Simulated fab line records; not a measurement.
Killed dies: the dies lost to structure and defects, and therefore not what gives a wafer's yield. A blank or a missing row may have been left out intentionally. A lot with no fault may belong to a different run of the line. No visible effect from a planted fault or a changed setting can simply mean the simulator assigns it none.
fab line records | flow ritCmos
record lots=6 | wafers=18 | lastDay=6
route steps=202 shown PRETRO@69 GATE@75 FOX2@80 M1@202
lots that met no fault: taken from a fault-free run of the same line
startH: start of the lot's first displayed wafer, in hours after the record's first day | waitH: how many hours have passed since the lot's step before this one | " repeats the value in the row above | L1.1+2: several wafers, shown together as one row | - no value, or no start given | * or withheld: withheld | < > ~ a bound
route shown NAME@n: a module of which the file shows steps, and the number in the route of the first | usual: the fault-free wafers' mean and standard deviation | same: alike in all rows | chamber/n: place in a boat | sites: per-site readings | _std_site: how widely they spread, as a standard deviation | _edge_site: the outer-site mean with the inner-site mean subtracted | radiusMm: for every site, how far away it sits from the centre of the wafer | mask NAME#n: copy n | behind: the last tool/chamber to shape the wafer | hold: what put the lot on hold/how long, in hours/how the hold closed | device: the transistor (n, p or np) that didn't switch | end of line: the same wafers' tests at the end of the route | a step given without rows: its recipe and nothing more | killed: dies lost to structure and defects at the first sort, not the wafer's yield | map: per-die view of a wafer (x killed, . not killed, _ where there is no die)
set.NAME: the setting as run; set.NAME@STEP: as run at that earlier step | model.NAME: the simulator's own value behind a step, which no gauge read
lots at some steps of the route; a table a step, a row a wafer
services: from which hour (startH, from the record's first day; less than 0 if before it) a tool's chamber was out of use, for how many hours, and why
## steps
# step RIT_PRETRO_DEVELOP_05
# recipe resist=NOVOLAK | developTimeS=68 | devTempC=23
# step RIT_PRETRO_OVL_MEAS_06
# usual PRETRO_OVL=-0.2/1.2
lot.wafer | tool       | chamber | startH | waitH | PRETRO_OVL[nm]
L478.3    | overlay-02 | -       | 59.58  | -     | -2.6
L478.4    | "          | -       | "      | "     | -3.8
L478.6    | "          | -       | "      | "     | -0.8
L480.2    | overlay-01 | -       | 67.34  | -     | -1.3
L480.3    | "          | -       | "      | "     | -0.3
L480.6    | "          | -       | "      | "     | -1.6
L484.1    | overlay-02 | -       | 83.46  | -     | 0.5
L484.2    | "          | -       | "      | "     | 0.7
L484.4    | "          | -       | "      | "     | 1.8
L486.2    | overlay-02 | -       | 96.85  | -     | -0.2
L486.3    | "          | -       | "      | "     | -0.3
L486.5    | "          | -       | "      | "     | -0.4
L487.4    | overlay-02 | -       | 101.69 | -     | -0.3
L487.5    | "          | -       | "      | "     | -0.6
L487.6    | "          | -       | "      | "     | 0.1
L490.1    | overlay-02 | -       | 115.34 | -     | 0.6
L490.2    | "          | -       | "      | "     | 1.5
L490.3    | "          | -       | "      | "     | 1.8
# step RIT_PRETRO_HARDBAKE_07
# recipe resist=NOVOLAK | tempC=140 | timeS=120
# step RIT_PRETRO_IMPLANT_08
# recipe species=B | energyKev=45 | doseCm2=1.2e+13 | tiltDeg=7
# step RIT_PRETRO_STRIP_09
# recipe chemistry=O2 | timeS=180 | resist=NOVOLAK | platenTempC=withheld | powerW=500 | pressureMtorr=4000 | o2FlowSccm=4000
# usual drypumpMotorCurrentA=5.9/0.6 | rfReflPowerW=8.0/1.7
lot.wafer | tool           | chamber | startH | waitH | drypumpMotorCurrentA | rfHoursCounterH | rfReflPowerW
L478.3    | plasmaAsher-01 | 1       | 60.06  | 0.1   | 5.6                  | -               | 9.4
L478.4    | "              | 0       | "      | "     | 6.1                  | -               | 5.2
L478.6    | "              | 1       | "      | "     | 5.6                  | -               | 9.1
L480.2    | plasmaAsher-02 | 1       | 67.77  | 0.1   | 4.9                  | 40              | 8.5
L480.3    | "              | 0       | "      | "     | 6.6                  | -               | 6.1
L480.6    | "              | 1       | "      | "     | 4.8                  | -               | 8.6
L484.1    | plasmaAsher-02 | 1       | 83.89  | 0.1   | 4.9                  | 42              | 8.5
L484.2    | "              | 0       | "      | "     | 6.6                  | 42              | 6.1
L484.4    | "              | 0       | "      | "     | 6.6                  | -               | 6.0
L486.2    | plasmaAsher-02 | 0       | 97.28  | 0.1   | 6.5                  | 43              | 5.9
L486.3    | "              | 1       | "      | "     | 4.9                  | -               | 8.5
L486.5    | "              | 1       | "      | "     | 4.9                  | -               | 8.5
L487.4    | plasmaAsher-02 | 0       | 102.27 | 0.1   | 6.6                  | -               | 5.8
L487.5    | "              | 0       | "      | "     | 6.6                  | -               | 6.0
L487.6    | "              | 1       | "      | "     | 4.9                  | -               | 8.5
L490.1    | plasmaAsher-01 | 0       | 115.78 | 0.1   | 6.1                  | 34              | 5.1
L490.2    | "              | 1       | "      | "     | 5.6                  | 34              | 9.5
L490.3    | "              | 0       | "      | "     | 6.2                  | -               | 5.1
# step RIT_PRETRO_TW_MEAS_10
# usual PRETRO_TW=477.6/3
lot.wafer | tool         | chamber | startH | waitH | PRETRO_TW
L478.3    | filmMetro-04 | -       | 60.20  | 0.1   | 473.1
L478.4    | "            | -       | "      | "     | 476.5
L478.6    | "            | -       | "      | "     | 472.8
L480.2    | filmMetro-04 | -       | 67.96  | 0.1   | 472.8
L480.3    | "            | -       | "      | "     | 471.3
L480.6    | "            | -       | "      | "     | 473.0
L484.1    | filmMetro-03 | -       | 84.07  | 0.1   | 481.1
L484.2    | "            | -       | "      | "     | 479.3
L484.4    | "            | -       | "      | "     | 480.5
L486.2    | filmMetro-03 | -       | 97.46  | 0.1   | 480.7
L486.3    | "            | -       | "      | "     | 479.9
L486.5    | "            | -       | "      | "     | 481.7
L487.4    | filmMetro-01 | -       | 102.41 | 0.1   | 476.2
L487.5    | "            | -       | "      | "     | 476.5
L487.6    | "            | -       | "      | "     | 480.4
L490.1    | filmMetro-03 | -       | 115.95 | 0.1   | 483.3
L490.2    | "            | -       | "      | "     | 479.3
L490.3    | "            | -       | "      | "     | 479.5
# step RIT_GATE_WET_ETCH_00
# recipe chemistry=BOE | target=SiO2 | targetDepthNm=56 | timeS=60 | dry=n2Spin | dilution=10:1 | tempC=21.5
# step RIT_GATE_CLEAN_01
# recipe chemistry=SC1 | mix=3:3:50 | timeS=600 | tempC=75
# step RIT_GATE_CLEAN_02
# recipe chemistry=dHF | dilution=50:1 | timeS=30
# step RIT_GATE_CLEAN_03
# recipe chemistry=SC2 | mix=3:3:50 | timeS=600 | tempC=75 | dry=n2Spin
# step RIT_GATE_CLEAN_04
# recipe chemistry=dHF | dilution=50:1 | timeS=60 | dry=n2Spin
# step RIT_FOX2_THK_MEAS_91
# recipe reads=SiO2_of_FOX2_OXIDATION_00
# usual FIELD_OXIDE_LEFT_2_THK=258/7.2
lot.wafer | tool         | chamber | startH | waitH | FIELD_OXIDE_LEFT_2_THK[nm]
L478.3    | filmMetro-03 | -       | 60.68  | 0.0   | 266
L478.4    | "            | -       | "      | "     | 261
L478.6    | "            | -       | "      | "     | 264
L480.2    | filmMetro-04 | -       | 68.45  | 0.0   | 258
L480.3    | "            | -       | "      | "     | 260
L480.6    | "            | -       | "      | "     | 257
L484.1    | filmMetro-03 | -       | 84.83  | 0.0   | 263
L484.2    | "            | -       | "      | "     | 261
L484.4    | "            | -       | "      | "     | 261
L486.2    | filmMetro-03 | -       | 97.96  | 0.0   | 275
L486.3    | "            | -       | "      | "     | 267
L486.5    | "            | -       | "      | "     | 269
L487.4    | filmMetro-04 | -       | 102.89 | 0.0   | 263
L487.5    | "            | -       | "      | "     | 265
L487.6    | "            | -       | "      | "     | 268
L490.1    | filmMetro-03 | -       | 116.44 | 0.0   | 245
L490.2    | "            | -       | "      | "     | 247
L490.3    | "            | -       | "      | "     | 247
# step RIT_GATE_OXIDATION_05
# recipe tempC=900 | ambient=O2 | targetThkA=30 | oxTimeS=270
lot.wafer | tool       | chamber | startH | waitH | model.SiO2_of_GATE_OXIDATION_05.thkNm
L478.3    | furnace-03 | 0       | 62.90  | 2.2   | 3.149
L478.4    | "          | 0       | "      | "     | 3.118
L478.6    | "          | 0       | "      | "     | 3.134
L480.2    | furnace-01 | 0       | 68.62  | 0.2   | 3.138
L480.3    | "          | 0       | "      | "     | 3.141
L480.6    | "          | 0       | "      | "     | 3.174
L484.1    | furnace-03 | 0       | 85.65  | 0.8   | 3.395
L484.2    | "          | 0       | "      | "     | 3.408
L484.4    | "          | 0       | "      | "     | 3.428
L486.2    | furnace-03 | 0       | 99.68  | 1.7   | 3.354
L486.3    | "          | 0       | "      | "     | 3.344
L486.5    | "          | 0       | "      | "     | 3.37
L487.4    | furnace-01 | 0       | 102.92 | 0.0   | 3.099
L487.5    | "          | 0       | "      | "     | 3.065
L487.6    | "          | 0       | "      | "     | 3.036
L490.1    | furnace-04 | 0       | 116.97 | 0.5   | 3.097
L490.2    | "          | 0       | "      | "     | 3.11
L490.3    | "          | 0       | "      | "     | 3.102
# step RIT_GATE_ANNEAL_06
# recipe tempC=900 | timeS=600 | ambient=N2O
# step RIT_GATE_THK_MEAS_07
# recipe reads=SiO2_of_GATE_OXIDATION_05
# usual GATE_OXIDE_THK=3.04/0.063
lot.wafer | tool         | chamber | startH | waitH | GATE_OXIDE_THK[nm]
L478.3    | filmMetro-04 | -       | 64.87  | 0.0   | 3.14
L478.4    | "            | -       | "      | "     | 3.10
L478.6    | "            | -       | "      | "     | 3.12
L480.2    | filmMetro-02 | -       | 71.19  | 0.0   | 3.06
L480.3    | "            | -       | "      | "     | 3.12
L480.6    | "            | -       | "      | "     | 3.24
L484.1    | filmMetro-02 | -       | 87.93  | 0.0   | 3.40
L484.2    | "            | -       | "      | "     | 3.40
L484.4    | "            | -       | "      | "     | 3.44
L486.2    | filmMetro-04 | -       | 101.59 | 0.0   | 3.35
L486.3    | "            | -       | "      | "     | 3.33
L486.5    | "            | -       | "      | "     | 3.39
L487.4    | filmMetro-02 | -       | 104.27 | 0.0   | 3.11
L487.5    | "            | -       | "      | "     | 3.08
L487.6    | "            | -       | "      | "     | 3.02
L490.1    | filmMetro-03 | -       | 118.46 | 0.0   | 3.08
L490.2    | "            | -       | "      | "     | 3.08
L490.3    | "            | -       | "      | "     | 3.18
# step RIT_GATE_CVD_08
# recipe material=poly-Si | targetThkNm=250 | tempC=610 | precursor=SiH4 | timeS=2220 | pressureMtorr=300 | sih4FlowSccm=100
# step RIT_M1_PROBE_99
# usual killedAtContacts=0.1/0.23 | killedAtFrontEnd=6.2/2.8 | killedDies=6.3/2.7 | killedOpen=3.1/2 | killedShort=3.2/1.8
# same grossDies=264 | killed_at_M0_to_M3=0 | killed_at_M4_up=0 | killedAtBackSide=0 | killedAtOther=0
lot.wafer | tool      | chamber | startH | waitH | killedAtContacts | killedAtFrontEnd | killedDies | killedOpen | killedShort | model.etest.pmos_0p3.rOnOhmUm | model.etest.pmosTurned.rOnOhmUm | model.etest.pmos_0p15.rOnOhmUm | model.etest.nmos_0p3.rOnOhmUm | model.etest.nmos_0p15.driveUaUm | model.etest.nmosNarrow.driveUaUm | model.etest.nmos_0p3.driveUaUm | model.etest.pmos_0p15.driveUaUm
L478.3    | prober-02 | -       | 88.76  | 0.2   | 0                | 8                | 8          | 3          | 5           | 6720                          | 3680                            | 2894                           | 2235                          | 466.1                           | 218.7                            | 213.9                          | 239.5
L478.4    | prober-02 | -       | 88.81  | 0.2   | 0                | 5                | 5          | 3          | 2           | 6707                          | 3737                            | 2984                           | 2246                          | 453.1                           | 218.5                            | 217.2                          | 236.3
L478.6    | prober-02 | -       | 88.91  | 0.2   | 0                | 4                | 4          | 1          | 3           | 6624                          | 3678                            | 2900                           | 2244                          | 462.3                           | 219.1                            | 214.4                          | 242.8
L480.2    | prober-02 | -       | 97.51  | 0.1   | 0                | 6                | 6          | 4          | 2           | 6656                          | 3725                            | 2966                           | 2256                          | 440.7                           | 216.5                            | 211.6                          | 235.7
L480.3    | prober-02 | -       | 97.56  | 0.2   | 0                | 4                | 4          | 3          | 1           | 6567                          | 3614                            | 2905                           | 2248                          | 443.3                           | 213.8                            | 212.4                          | 238.6
L480.6    | prober-02 | -       | 97.71  | 0.2   | 0                | 8                | 8          | 5          | 3           | 6628                          | 3618                            | 2916                           | 2255                          | 435                             | 213.5                            | 209.3                          | 236.3
L484.1    | prober-01 | -       | 112.10 | 0.1   | 0                | 4                | 4          | 2          | 2           | 7012                          | 3741                            | 3028                           | 2329                          | 419.8                           | 187.6                            | 191.2                          | 223
L484.2    | prober-01 | -       | 112.15 | 0.1   | 0                | 5                | 5          | 3          | 2           | 7013                          | 3719                            | 2980                           | 2350                          | 426                             | 186.4                            | 189.7                          | 226.5
L484.4    | prober-01 | -       | 112.25 | 0.2   | 1                | 5                | 6          | 3          | 3           | 7037                          | 3683                            | 2979                           | 2355                          | 420.9                           | 184.8                            | 189.2                          | 227.4
L486.2    | prober-01 | -       | 124.25 | 0.1   | 0                | 8                | 8          | 5          | 3           | 6866                          | 3577                            | 2848                           | 2307                          | 455.5                           | 192.4                            | 197.2                          | 243
L486.3    | prober-01 | -       | 124.30 | 0.2   | 0                | 8                | 8          | 1          | 7           | 6958                          | 3636                            | 2901                           | 2331                          | 445.4                           | 192.7                            | 196.4                          | 237.3
L486.5    | prober-01 | -       | 124.40 | 0.2   | 0                | 7                | 7          | 5          | 2           | 6995                          | 3643                            | 2871                           | 2328                          | 453.1                           | 192.2                            | 195.1                          | 240.8
L487.4    | prober-02 | -       | 127.66 | 0.2   | 0                | 5                | 5          | 3          | 2           | 6577                          | 3583                            | 2901                           | 2247                          | 451.5                           | 218.8                            | 219.9                          | 243.5
L487.5    | prober-02 | -       | 127.71 | 0.2   | 0                | 4                | 4          | 4          | 0           | 6498                          | 3556                            | 2847                           | 2208                          | 462.4                           | 218.9                            | 221.4                          | 247.7
L487.6    | prober-02 | -       | 127.76 | 0.2   | 0                | 7                | 7          | 5          | 2           | 6509                          | 3601                            | 2907                           | 2232                          | 451.3                           | 218.2                            | 221.6                          | 243.8
L490.1    | prober-01 | -       | 142.39 | 0.1   | 0                | 14               | 14         | 5          | 9           | 6621                          | 3832                            | 2946                           | 2256                          | 444.3                           | 216                              | 216.6                          | 235.3
L490.2    | prober-01 | -       | 142.44 | 0.1   | 0                | 4                | 4          | 1          | 3           | 6815                          | 3953                            | 3111                           | 2310                          | 434.9                           | 214.7                            | 215.3                          | 226.1
L490.3    | prober-01 | -       | 142.49 | 0.2   | 0                | 9                | 9          | 2          | 7           | 6789                          | 3922                            | 3073                           | 2298                          | 442.1                           | 219.2                            | 217.5                          | 229.8
# killed by level:class
L478.3 GATE:geometricParticle:short=3 FOX1:geometricParticle:short=2 FOX1:geometricParticle:open=1 FOX2:geometricParticle:open=1 REOX:geometricParticle:open=1
L478.4 GATE:geometricParticle:open=2 FOX1:geometricParticle:open=1 FOX2:geometricParticle:short=1 GATE:geometricParticle:short=1
L478.6 FOX2:geometricParticle:short=1 GATE:geometricParticle:open=1 GATE:geometricParticle:short=1 REOX:geometricParticle:short=1
L480.2 FOX1:geometricParticle:open=1 FOX2:geometricParticle:open=1 GATE:geometricParticle:short=1 REOX:geometricParticle:short=1 SPACER:geometricParticle:open=1 SILICIDE:geometricParticle:open=1
L480.3 FOX1:geometricParticle:short=1 FOX2:geometricParticle:open=1 GATE:geometricParticle:open=1 SILICIDE:geometricParticle:open=1
L480.6 FOX1:geometricParticle:open=2 GATE:geometricParticle:open=1 GATE:geometricParticle:short=1 REOX:geometricParticle:open=1 SPACER:geometricParticle:short=1 SPACER:geometricParticle:open=1 STARTING-WAFER:geometricParticle:short=1
L484.1 FOX1:geometricParticle:short=1 FOX1:geometricParticle:open=1 GATE:geometricParticle:open=1 GATE:geometricParticle:short=1
L484.2 FOX1:geometricParticle:open=2 FOX1:geometricParticle:short=1 FOX2:geometricParticle:short=1 GATE:geometricParticle:open=1
L484.4 FOX1:geometricParticle:open=2 FOX1:geometricParticle:short=1 GATE:geometricParticle:short=1 REOX:geometricParticle:open=1 CONTACT:geometricParticle:short=1
L486.2 FOX1:geometricParticle:open=2 GATE:geometricParticle:open=2 GATE:geometricParticle:short=1 REOX:geometricParticle:short=1 REOX:geometricParticle:open=1 SPACER:geometricParticle:short=1
L486.3 SPACER:geometricParticle:short=3 FOX1:geometricParticle:short=2 GATE:geometricParticle:short=2 GATE:geometricParticle:open=1
L486.5 GATE:geometricParticle:open=2 SILICIDE:geometricParticle:open=2 FOX1:geometricParticle:open=1 GATE:geometricParticle:short=1 REOX:geometricParticle:short=1
L487.4 GATE:geometricParticle:open=2 FOX1:geometricParticle:short=1 FOX1:geometricParticle:open=1 GATE:geometricParticle:short=1
L487.5 GATE:geometricParticle:open=4
L487.6 FOX1:geometricParticle:open=4 FOX2:geometricParticle:short=1 SILICIDE:geometricParticle:short=1 SILICIDE:geometricParticle:open=1
L490.1 GATE:geometricParticle:short=5 REOX:geometricParticle:open=3 FOX1:geometricParticle:short=2 GATE:geometricParticle:open=2 FOX2:geometricParticle:short=1 SILICIDE:geometricParticle:short=1
L490.2 REOX:geometricParticle:short=2 GATE:geometricParticle:short=1 GATE:geometricParticle:open=1
L490.3 SPACER:geometricParticle:short=4 GATE:geometricParticle:short=2 FOX1:geometricParticle:short=1 GATE:geometricParticle:open=1 SPACER:geometricParticle:open=1
## services
tool       | chamber | startH | hours | kind
furnace-01 | -       | 114.32 | 3.3   | pm
## key
firstSign step=RIT_GATE_THK_MEAS_07 | reading=GATE_OXIDE_THK | direction=up | sigmas=5.5 | usual=3.04 | struck=3.39
effect none on later readings
modelEffect step=RIT_GATE_OXIDATION_05 | value=SiO2_of_GATE_OXIDATION_05.thkNm | without=3.005 | struck=3.383
modelEffect step=RIT_M1_PROBE_99 | value=etest.pmos_0p3.rOnOhmUm | without=6279 | struck=6980
metAt RIT_GATE_OXIDATION_05
struckWafers L484.1,L484.2,L484.4,L486.2,L486.3,L486.5
testerLeftOut L484,L486
onsetBetween 62.90 85.65
fault kind=processParameterDrift | tool=furnace-03 | chamber=- | onsetH=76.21 | steps=RIT_GATE_OXIDATION_05 | channel=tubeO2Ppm | offset=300 | shape=step | endH=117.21
# testerLeftOut: of these lots the tester's yield and bins aren't shown, on N5 and GAA mostly nor the transistor test; their killed dies are dies lost to structure and defects alone, not to doping, threshold or leakage, so they don't give the yield
